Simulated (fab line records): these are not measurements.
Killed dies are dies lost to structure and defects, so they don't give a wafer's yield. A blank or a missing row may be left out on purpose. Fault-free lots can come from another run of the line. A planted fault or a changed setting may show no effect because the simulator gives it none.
Which of the tools did it?	flow berkeley_cmos170	14 lots with 42 wafers sampled at 7 steps, on a route of 331 steps

WHAT EACH GAUGE READ, for each wafer
UCB170_M1_CD_MEAS_09: the cd target is 700 nm.
lot	measured	on	cd_nm (nm)
L997	day 9 07:38	cd_sem-01	698.7 698.3 700.4
L999	day 9 07:34	cd_sem-02	699.6 699.6 698.7
L998	day 9 07:50	cd_sem-01	699.2 699.9 699.4
L100	day 9 17:17	cd_sem-02	700.1 702.5 701.6
L103	day 10 04:10	cd_sem-02	696.0 697.7 697.0
L101	day 10 04:14	cd_sem-01	701.3 700.1 699.9
L104	day 10 13:20	cd_sem-01	700.7 701.3 700.3
L107	day 10 22:10	cd_sem-02	700.4 701.2 701.1
L106	day 10 22:25	cd_sem-01	675.4 674.9 673.8
L108	day 11 10:02	cd_sem-01	675.0 676.4 676.4
L109	day 11 11:48	cd_sem-01	700.7 701.4 701.4
L113	day 11 17:14	cd_sem-02	701.2 699.1 700.9
L114	day 12 16:59	cd_sem-01	699.5 700.4 699.9
L117	day 13 00:11	cd_sem-02	699.3 699.8 699.0

UCB170_M1_CD_MEAS_90: the cd target is 700 nm.
lot	measured	on	cd_nm (nm)
L997	day 9 08:04	cd_sem-01	696.4 699.0 698.0
L999	day 9 08:04	cd_sem-02	697.1 699.1 699.2
L998	day 9 08:16	cd_sem-02	698.6 699.9 698.7
L100	day 9 17:43	cd_sem-01	700.6 702.8 699.9
L103	day 10 04:35	cd_sem-01	696.0 696.7 696.2
L101	day 10 04:40	cd_sem-02	702.3 699.5 700.5
L104	day 10 13:46	cd_sem-02	699.6 701.2 700.6
L107	day 10 22:35	cd_sem-02	701.2 702.7 700.0
L106	day 10 22:51	cd_sem-01	673.8 674.6 671.9
L108	day 11 10:40	cd_sem-01	672.8 676.4 675.5
L109	day 11 12:14	cd_sem-01	703.4 703.1 702.4
L113	day 11 17:40	cd_sem-01	702.1 701.8 703.4
L114	day 12 17:25	cd_sem-02	696.1 698.2 698.0
L117	day 13 00:38	cd_sem-01	699.1 699.1 697.5

UCB170_V1_THK_MEAS_04.
lot	measured	on	V1_POLISHED_THK (nm)
L997	day 9 10:46	film_metro-02	1000.2 1001.7 1001.9
L999	day 9 10:47	film_metro-04	997.7 1000.5 998.8
L998	day 9 11:05	film_metro-04	1000.7 999.8 1000.0
L100	day 9 19:49	film_metro-02	999.9 999.8 1000.0
L103	day 10 07:55	film_metro-02	998.6 1000.5 997.1
L101	day 10 07:55	film_metro-01	1001.2 1001.6 999.8
L104	day 10 15:50	film_metro-02	999.5 1000.7 998.9
L107	day 11 00:40	film_metro-02	999.5 1002.2 999.4
L106	day 11 02:00	film_metro-01	1000.4 998.3 999.6
L108	day 11 12:44	film_metro-04	999.8 1000.3 1001.0
L109	day 11 15:25	film_metro-01	999.0 999.7 998.1
L113	day 11 20:26	film_metro-01	997.9 1000.5 997.8
L114	day 12 19:53	film_metro-01	1000.6 996.9 1001.2
L117	day 13 03:46	film_metro-04	1000.6 999.6 998.8

UCB170_M2_CD_MEAS_15: the cd target is 700 nm.
lot	measured	on	cd_nm (nm)
L997	day 9 16:11	cd_sem-01	699.6 701.3 700.3
L999	day 9 15:47	cd_sem-02	700.8 699.5 700.8
L998	day 9 16:47	cd_sem-02	701.4 702.5 702.1
L100	day 10 00:14	cd_sem-01	699.6 701.3 701.8
L103	day 10 15:44	cd_sem-01	699.9 699.9 698.5
L101	day 10 16:24	cd_sem-02	699.9 700.3 700.9
L104	day 10 19:49	cd_sem-01	701.3 701.8 701.4
L107	day 11 04:47	cd_sem-02	700.7 700.1 700.2
L106	day 11 06:01	cd_sem-02	701.4 701.8 703.3
L108	day 11 16:43	cd_sem-02	700.6 701.9 700.4
L109	day 11 20:35	cd_sem-01	699.1 700.3 699.7
L113	day 12 02:44	cd_sem-02	699.9 698.4 700.0
L114	day 13 01:11	cd_sem-01	700.8 701.3 700.1
L117	day 13 09:32	cd_sem-02	700.6 700.0 700.9

UCB170_V2_BOW_MEAS_03.
lot	measured	on	V2_BOW (um)
L997	day 9 17:19	film_metro-02	36 44 44
L999	day 9 16:55	film_metro-02	31 35 40
L998	day 9 17:54	film_metro-01	35 37 44
L100	day 10 01:22	film_metro-02	26 32 36
L103	day 10 16:51	film_metro-03	24 32 33
L101	day 10 17:31	film_metro-03	31 35 32
L104	day 10 20:56	film_metro-01	23 42 36
L107	day 11 05:55	film_metro-02	43 35 27
L106	day 11 07:08	film_metro-03	31 30 26
L108	day 11 17:50	film_metro-02	21 44 40
L109	day 11 21:43	film_metro-03	39 29 40
L113	day 12 03:52	film_metro-03	33 26 25
L114	day 13 02:19	film_metro-02	48 41 43
L117	day 13 10:41	film_metro-03	33 41 34

WHICH TOOL RAN EACH LOT (tool, then ch and the chambers of the sampled wafers, then the start)
lot	UCB170_M1_COAT_04	UCB170_M1_STRIP_13
L997	litho_track-02 ch 0, day 9 05:00	plasma_asher-02 ch 0,1, day 9 07:58
L999	litho_track-03 ch 0, day 9 05:00	plasma_asher-01 ch 0,1, day 9 07:53
L998	litho_track-03 ch 0, day 9 05:00	plasma_asher-01 ch 0,1, day 9 08:10
L100	litho_track-02 ch 0, day 9 16:00	plasma_asher-01 ch 0,1, day 9 17:37
L103	litho_track-02 ch 0, day 10 03:00	plasma_asher-04 ch 0,1, day 10 04:29
L101	litho_track-03 ch 0, day 10 03:00	plasma_asher-01 ch 0,1, day 10 04:34
L104	litho_track-03 ch 0, day 10 11:00	plasma_asher-01 ch 0,1, day 10 13:39
L107	litho_track-03 ch 0, day 10 21:00	plasma_asher-01 ch 0,1, day 10 22:28
L106	litho_track-02 ch 0, day 10 21:00	plasma_asher-02 ch 0,1, day 10 22:44
L108	litho_track-02 ch 0, day 11 09:00	plasma_asher-04 ch 1, day 11 10:20
L109	litho_track-01 ch 0, day 11 11:00	plasma_asher-02 ch 0,1, day 11 12:07
L113	litho_track-03 ch 0, day 11 16:00	plasma_asher-02 ch 0,1, day 11 17:32
L114	litho_track-01 ch 0, day 12 15:00	plasma_asher-01 ch 0,1, day 12 17:17
L117	litho_track-03 ch 0, day 12 23:00	plasma_asher-02 ch 0,1, day 13 00:32
- UCB170_M1_COAT_04: resist thk 900 nm.
- UCB170_M1_STRIP_13: strips in O2.

AS READ BY THE TOOLS THEMSELVES (means over the sampled wafers that have a number; for cases with no such wafer, the mark the record gives instead)
UCB170_M1_COAT_04.
lot	tool	exhaust_pa (Pa)
L997	litho_track-02	45.7
L999	litho_track-03	44.8
L998	litho_track-03	44.7
L100	litho_track-02	45.4
L103	litho_track-02	45.0
L101	litho_track-03	44.3
L104	litho_track-03	44.7
L107	litho_track-03	45.0
L106	litho_track-02	44.6
L108	litho_track-02	43.8
L109	litho_track-01	44.9
L113	litho_track-03	44.6
L114	litho_track-01	44.9
L117	litho_track-03	44.9

UCB170_M1_STRIP_13.
lot	tool	drypump_motor_current_A (A)	oes_product_au (a.u.)
L997	plasma_asher-02	6.43	0.721
L999	plasma_asher-01	6.28	0.720
L998	plasma_asher-01	6.24	0.726
L100	plasma_asher-01	6.27	0.724
L103	plasma_asher-04	5.90	0.719
L101	plasma_asher-01	6.24	0.725
L104	plasma_asher-01	6.32	0.723
L107	plasma_asher-01	6.33	0.719
L106	plasma_asher-02	6.44	0.329
L108	plasma_asher-04	6.01	0.352
L109	plasma_asher-02	6.51	0.723
L113	plasma_asher-02	6.43	0.723
L114	plasma_asher-01	6.28	0.726
L117	plasma_asher-02	6.50	0.723

THE ANSWER, worked out from the rows above alone
Rule: the lots themselves supply what counts as usual. Put in order of their means at a reading, lots are off if they are a third of the lots or fewer, leave a main group of 4 or more, and stand apart from it by a gap of 3 or more times the standard deviation of the main group's means; of several such gaps the widest counts. Not used: any main group whose means are identical at the precision the tables above print for the reading. A lot without any number at a reading at which 4 lots or more have one is off too. All remaining lots with rows at the step are treated as sound. The gauges are gone through in route order, then the tools' own readings, and for those a lot's mean is taken as printed above. At the first step where some lot is off, the reading lying furthest off is the one used; lots without a number count as furthest.
Off at UCB170_M1_CD_MEAS_09 (cd_nm): L106, L108. Mean 699.9 nm and standard deviation 1.2 in the main group.
A tool fits if, at a process step before that reading, it ran every lot that is off, and no sound lot after the first of them. Not tried: the gauges at UCB170_M1_CD_MEAS_09; whatever is off there is also off at UCB170_M1_STRIP_13, on other tools, and gauge error can't account for it. One fits: litho_track-02 at UCB170_M1_COAT_04. A fault onset in the window from L103 (day 10 03:00, its last sound lot) to L106 (day 10 21:00, its first lot off) fits.

WHAT THE SIMULATOR HAD PUT IN
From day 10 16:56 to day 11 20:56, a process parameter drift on litho_track-02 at UCB170_M1_COAT_04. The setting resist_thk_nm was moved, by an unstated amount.
Shown lots that were struck: L106, L108. The rule given above showed the same thing.
